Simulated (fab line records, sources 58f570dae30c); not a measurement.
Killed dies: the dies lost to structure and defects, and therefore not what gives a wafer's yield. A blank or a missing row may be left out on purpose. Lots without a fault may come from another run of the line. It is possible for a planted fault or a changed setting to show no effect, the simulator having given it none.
fab line records	flow berkeleyCmos170
[record] lots = 15	wafers = 45	lastDay = 11
route steps=331 shown FIELD@93 NVT@113 GATE@139
lots that met no fault: taken from a fault-free run of the same line
startH: hours from the record's first day to the start of the lot's first wafer shown	waitH: hours from the lot's prior step to this one	" same as the row above	L1.1+2: several wafers, shown together as one row	- no value present, or no start provided	* or withheld: withheld	< > ~ a bound
route shown NAME@n: names a module that has steps shown in the file, with the first one's number in the route	usual: mean/standard deviation of fault-free wafers	same: alike in all rows	chamber/n: place in a boat	sites: readings site by site	_std_site: the standard deviation of these	_edge_site: mean of outer sites minus mean of inner sites	radiusMm: for every site, how far away it sits from the centre of the wafer	mask NAME#n: copy n	behind: the last tool/chamber to shape the wafer	hold: why the lot went on hold/how many hours it stayed there/how the hold came to an end	device: transistor that didn't switch, given as n, p or np	end of line: the same wafers' tests at the end of the route	step lacking rows: just its recipe	killed: the dies lost at the first sort to structure and to defects; this is not the yield of the wafer	map: a wafer's dies, x killed, . not, _ none there
set.NAME: the setting that was run; set.NAME@STEP: the one run at that earlier step	model.NAME: the simulator's own value behind a step, which no gauge read
route steps across a sampled set of lots; one table per step, one row per wafer
services: from which hour (startH, from the record's first day; less than 0 if before it) a tool's chamber was out of use, for how many hours, and why
[[steps]]
[step UCB170_FIELD_WET_ETCH_04]
[recipe] chemistry = dHF	dilution = 10:1	target = SiO2	tempC = 25	timeS = 60
[usual] bathHeatDutyPct = 6.5/0.79	runLengthS = 86.9/2.5	timeS = 60/0
lot.wafer	tool	chamber	startH	waitH	bathHeatDutyPct	runLengthS	timeS
L164.3	wetBench-04	0	87.20	0.2	7.1	87.3	60
L164.5	"	0	"	"	6.5	87.3	60
L164.6	"	0	"	"	6.9	87.3	60
L166.3	wetBench-01	1	115.44	0.0	5.4	91.9	60
L166.4	"	1	"	"	5.3	91.9	60
L166.5	"	1	"	"	5.8	91.9	60
L167.1	wetBench-01	3	115.44	0.0	8.0	91.7	60
L167.2	"	3	"	"	7.5	91.7	60
L167.5	"	3	"	"	6.8	91.7	60
L168.1	wetBench-04	2	120.27	0.0	6.8	84.1	60
L168.2	"	2	"	"	7.4	84.1	60
L168.3	"	2	"	"	6.8	84.1	60
L170.1	wetBench-04	0	131.61	0.0	-	-	-
L170.5	"	0	"	"	-	-	-
L170.6	"	0	"	"	-	-	-
L171.2	wetBench-04	2	131.61	0.0	-	-	-
L171.5	"	2	"	"	-	-	-
L171.6	"	2	"	"	-	-	-
L173.1	wetBench-04	3	131.61	0.0	-	-	-
L173.3	"	3	"	"	-	-	-
L173.4	"	3	"	"	-	-	-
L175.2	wetBench-04	0	131.61	0.0	5.8	86.4	60
L175.3	"	0	"	"	5.7	86.4	60
L175.4	"	0	"	"	6.5	86.4	60
L177.2	wetBench-04	3	161.19	0.0	6.0	90.8	60
L177.4	"	3	"	"	5.6	90.8	60
L177.5	"	3	"	"	6.0	90.8	60
L178.2	wetBench-03	3	162.53	0.0	6.7	84.9	60
L178.4	"	3	"	"	6.1	84.9	60
L178.6	"	3	"	"	6.7	84.9	60
L179.3	wetBench-03	1	162.53	0.0	7.1	86.9	60
L179.4	"	1	"	"	7.1	86.9	60
L179.5	"	1	"	"	6.4	86.9	60
L183.2	wetBench-04	0	184.84	0.0	6.5	86.3	60
L183.3	"	0	"	"	6.3	86.3	60
L183.4	"	0	"	"	6.0	86.3	60
L184.2	wetBench-04	2	197.08	0.0	8.4	84.6	60
L184.4	"	2	"	"	7.6	84.6	60
L184.6	"	2	"	"	7.8	84.6	60
L186.3	wetBench-04	0	197.08	0.0	6.7	87.2	60
L186.5	"	0	"	"	6.8	87.2	60
L186.6	"	0	"	"	6.2	87.2	60
L185.1	wetBench-03	2	199.67	0.0	5.4	87.0	60
L185.3	"	2	"	"	5.3	87.0	60
L185.4	"	2	"	"	5.3	87.0	60
[step UCB170_FIELD_THK_MEAS_90]
[recipe] reads = SiO2_of_FIELD_OXIDATION_01
[usual] FIELD_OXIDE_LEFT_1_THK = 445/8.7
lot.wafer	tool	chamber	startH	waitH	hold	FIELD_OXIDE_LEFT_1_THK[nm]
L164.3	filmMetro-01	-	90.79	0.0	-	436
L164.5	"	-	"	"	-	434
L164.6	"	-	"	"	-	445
L167.1	filmMetro-01	-	119.31	0.0	-	441
L167.2	"	-	"	"	-	437
L167.5	"	-	"	"	-	449
L166.3	filmMetro-03	-	119.33	0.0	-	431
L166.4	"	-	"	"	-	442
L166.5	"	-	"	"	-	422
L168.1	filmMetro-03	-	124.18	0.0	-	441
L168.2	"	-	"	"	-	446
L168.3	"	-	"	"	-	439
L170.1	filmMetro-02	-	135.16	0.0	awaitDispo/0.2h/release	481
L170.5	"	-	"	"	awaitDispo/0.2h/release	486
L170.6	"	-	"	"	awaitDispo/0.2h/release	482
L170.1	filmMetro-02	-	135.38	0.2	-	481
L170.5	"	-	"	"	-	485
L170.6	"	-	"	"	-	482
L173.1	filmMetro-01	-	135.16	0.0	awaitDispo/0.2h/release	487
L173.3	"	-	"	"	awaitDispo/0.2h/release	487
L173.4	"	-	"	"	awaitDispo/0.2h/release	475
L173.1	filmMetro-01	-	135.49	0.3	-	486
L173.3	"	-	"	"	-	488
L173.4	"	-	"	"	-	476
L171.2	filmMetro-03	-	135.17	0.0	awaitDispo/0.2h/release	481
L171.5	"	-	"	"	awaitDispo/0.2h/release	480
L171.6	"	-	"	"	awaitDispo/0.2h/release	476
L171.2	filmMetro-03	-	135.39	0.2	-	482
L171.5	"	-	"	"	-	480
L171.6	"	-	"	"	-	477
L175.2	filmMetro-02	-	135.23	0.1	-	444
L175.3	"	-	"	"	-	435
L175.4	"	-	"	"	-	440
L177.2	filmMetro-02	-	165.35	0.0	-	458
L177.4	"	-	"	"	-	455
L177.5	"	-	"	"	-	450
L178.2	filmMetro-03	-	166.26	0.0	-	445
L178.4	"	-	"	"	-	453
L178.6	"	-	"	"	-	447
L179.3	filmMetro-02	-	166.27	0.0	-	444
L179.4	"	-	"	"	-	441
L179.5	"	-	"	"	-	445
L183.2	filmMetro-01	-	188.40	0.0	-	432
L183.3	"	-	"	"	-	431
L183.4	"	-	"	"	-	433
L184.2	filmMetro-02	-	200.64	0.0	-	448
L184.4	"	-	"	"	-	456
L184.6	"	-	"	"	-	446
L186.3	filmMetro-01	-	200.65	0.0	-	460
L186.5	"	-	"	"	-	460
L186.6	"	-	"	"	-	454
L185.1	filmMetro-03	-	203.22	0.0	-	454
L185.3	"	-	"	"	-	463
L185.4	"	-	"	"	-	460
[step UCB170_NVT_TW_MEAS_09]
[usual] NVT_TW = 526/3.2
lot.wafer	tool	chamber	startH	waitH	NVT_TW
L164.3	filmMetro-01	-	104.18	0.1	525
L164.5	"	-	"	"	524
L164.6	"	-	"	"	524
L166.3	filmMetro-04	-	133.39	0.1	519
L166.4	"	-	"	"	519
L166.5	"	-	"	"	520
L167.1	filmMetro-04	-	133.53	0.1	521
L167.2	"	-	"	"	520
L167.5	"	-	"	"	523
L168.1	filmMetro-02	-	137.55	0.1	524
L168.2	"	-	"	"	526
L168.3	"	-	"	"	524
L175.2	filmMetro-01	-	144.93	0.1	530
L175.3	"	-	"	"	529
L175.4	"	-	"	"	530
L170.1	filmMetro-02	-	145.12	0.1	529
L170.5	"	-	"	"	528
L170.6	"	-	"	"	528
L171.2	filmMetro-02	-	145.28	0.1	528
L171.5	"	-	"	"	529
L171.6	"	-	"	"	529
L173.1	filmMetro-04	-	151.13	0.1	523
L173.3	"	-	"	"	521
L173.4	"	-	"	"	522
L177.2	filmMetro-02	-	185.59	0.1	528
L177.4	"	-	"	"	527
L177.5	"	-	"	"	525
L178.2	filmMetro-04	-	185.77	0.1	524
L178.4	"	-	"	"	525
L178.6	"	-	"	"	524
L179.3	filmMetro-02	-	185.93	0.1	525
L179.4	"	-	"	"	525
L179.5	"	-	"	"	526
L183.2	filmMetro-04	-	201.28	0.1	529
L183.3	"	-	"	"	525
L183.4	"	-	"	"	526
L184.2	filmMetro-02	-	211.68	0.1	527
L184.4	"	-	"	"	528
L184.6	"	-	"	"	523
L186.3	filmMetro-01	-	211.81	0.1	531
L186.5	"	-	"	"	526
L186.6	"	-	"	"	526
L185.1	filmMetro-02	-	214.21	0.1	526
L185.3	"	-	"	"	527
L185.4	"	-	"	"	528
[step UCB170_FIELD_THK_MEAS_91]
[recipe] reads = SiO2_of_FIELD_OXIDATION_01
[usual] FIELD_OXIDE_LEFT_2_THK = 357/8.6
lot.wafer	tool	chamber	startH	waitH	hold	FIELD_OXIDE_LEFT_2_THK[nm]
L164.3	filmMetro-01	-	109.41	0.1	-	348
L164.5	"	-	"	"	-	347
L164.6	"	-	"	"	-	358
L166.3	filmMetro-03	-	137.49	0.0	-	343
L166.4	"	-	"	"	-	353
L166.5	"	-	"	"	-	333
L167.1	filmMetro-01	-	137.63	0.0	-	353
L167.2	"	-	"	"	-	349
L167.5	"	-	"	"	-	360
L168.1	filmMetro-02	-	139.31	0.0	-	352
L168.2	"	-	"	"	-	357
L168.3	"	-	"	"	-	350
L170.1	filmMetro-03	-	148.86	0.0	awaitDispo/0.2h/release	393
L170.5	"	-	"	"	awaitDispo/0.2h/release	397
L170.6	"	-	"	"	awaitDispo/0.2h/release	393
L170.1	filmMetro-03	-	149.09	0.2	-	393
L170.5	"	-	"	"	-	397
L170.6	"	-	"	"	-	393
L171.2	filmMetro-01	-	149.40	0.0	awaitDispo/0.2h/release	392
L171.5	"	-	"	"	awaitDispo/0.2h/release	391
L171.6	"	-	"	"	awaitDispo/0.2h/release	387
L171.2	filmMetro-01	-	149.63	0.2	-	392
L171.5	"	-	"	"	-	391
L171.6	"	-	"	"	-	387
L175.2	filmMetro-02	-	149.55	0.0	-	355
L175.3	"	-	"	"	-	345
L175.4	"	-	"	"	-	351
L173.1	filmMetro-01	-	158.52	0.0	awaitDispo/0.2h/release	398
L173.3	"	-	"	"	awaitDispo/0.2h/release	399
L173.4	"	-	"	"	awaitDispo/0.2h/release	388
L173.1	filmMetro-01	-	158.75	0.2	-	398
L173.3	"	-	"	"	-	399
L173.4	"	-	"	"	-	388
L177.2	filmMetro-03	-	187.79	0.0	-	369
L177.4	"	-	"	"	-	367
L177.5	"	-	"	"	-	362
L178.2	filmMetro-01	-	188.06	0.0	-	356
L178.4	"	-	"	"	-	365
L178.6	"	-	"	"	-	359
L179.3	filmMetro-03	-	188.35	0.0	-	355
L179.4	"	-	"	"	-	352
L179.5	"	-	"	"	-	356
L183.2	filmMetro-02	-	204.03	0.0	-	344
L183.3	"	-	"	"	-	343
L183.4	"	-	"	"	-	344
L184.2	filmMetro-01	-	215.10	0.0	-	360
L184.4	"	-	"	"	-	368
L184.6	"	-	"	"	-	357
L186.3	filmMetro-03	-	215.36	0.0	-	371
L186.5	"	-	"	"	-	371
L186.6	"	-	"	"	-	365
L185.1	filmMetro-02	-	216.61	0.0	-	366
L185.3	"	-	"	"	-	376
L185.4	"	-	"	"	-	372
[step UCB170_GATE_OVL_MEAS_13]
[usual] GATE_OVL = -3/4.5
lot.wafer	tool	chamber	startH	waitH	GATE_OVL[nm]
L164.3	overlay-02	-	117.96	0.1	-10
L164.5	"	-	"	"	-6
L164.6	"	-	"	"	4
L167.1	overlay-01	-	148.63	0.1	4
L167.2	"	-	"	"	0
L167.5	"	-	"	"	3
L166.3	overlay-02	-	148.65	0.1	-2
L166.4	"	-	"	"	-2
L166.5	"	-	"	"	1
L168.1	overlay-01	-	148.79	0.1	-9
L168.2	"	-	"	"	-11
L168.3	"	-	"	"	-9
L175.2	overlay-01	-	159.86	0.1	-2
L175.3	"	-	"	"	5
L175.4	"	-	"	"	1
L179.3	overlay-02	-	201.65	0.1	-5
L179.4	"	-	"	"	-1
L179.5	"	-	"	"	-1
L178.2	overlay-02	-	201.77	0.1	-1
L178.4	"	-	"	"	1
L178.6	"	-	"	"	-3
L177.2	overlay-02	-	201.89	0.1	-8
L177.4	"	-	"	"	-3
L177.5	"	-	"	"	-10
L183.2	overlay-02	-	215.42	0.1	-1
L183.3	"	-	"	"	-5
L183.4	"	-	"	"	-5
L185.1	overlay-01	-	225.52	0.1	-11
L185.3	"	-	"	"	-5
L185.4	"	-	"	"	0
L186.3	overlay-01	-	225.78	0.1	-6
L186.5	"	-	"	"	-1
L186.6	"	-	"	"	-12
L184.2	overlay-02	-	226.05	0.1	-3
L184.4	"	-	"	"	-2
L184.6	"	-	"	"	-2
[[services]]
tool	chamber	startH	hours	kind
wetBench-04	-	124.23	1.8	repair
[[key]]
[firstSign] step = UCB170_FIELD_WET_ETCH_04	reading = toolRecord	direction = missing
[effect] step = UCB170_FIELD_THK_MEAS_90	reading = visit	direction = added
[effect] step = UCB170_FIELD_THK_MEAS_91	reading = FIELD_OXIDE_LEFT_2_THK	direction = up	sigmas = 4.3	usual = 357	struck = 393
metAt UCB170_FIELD_WET_ETCH_04
struckLots L170,L171,L173
laterRowsLeftOut L170.1,L170.5,L170.6,L171.2,L171.5,L171.6,L173.1,L173.3,L173.4
sortLeftOut L170.1,L170.5,L170.6,L171.2,L171.5,L171.6,L173.1,L173.3,L173.4
testerLeftOut L170,L171,L173
notActingAt UCB170_NVT_TW_MEAS_09,UCB170_GATE_OVL_MEAS_13
onsetBetween 120.27 131.61
[fault] kind = skippedStepWhole	tool = wetBench-04	chamber = -	onsetH = 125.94	steps = UCB170_FIELD_WET_ETCH_04	scope = struckLotsOnly
// testerLeftOut: of these lots the tester's yield and bins aren't shown, on N5 and GAA mostly nor the transistor test; their killed dies are dies lost to structure and defects alone, not to doping, threshold or leakage, so they don't give the yield
// sortLeftOut: the simulated sort isn't trusted on such a fault, so these wafers' sort isn't shown, and their yield isn't known
// laterRowsLeftOut: the simulator's readings of these wafers behind a module that went badly wrong aren't trusted and aren't shown, but for the sort
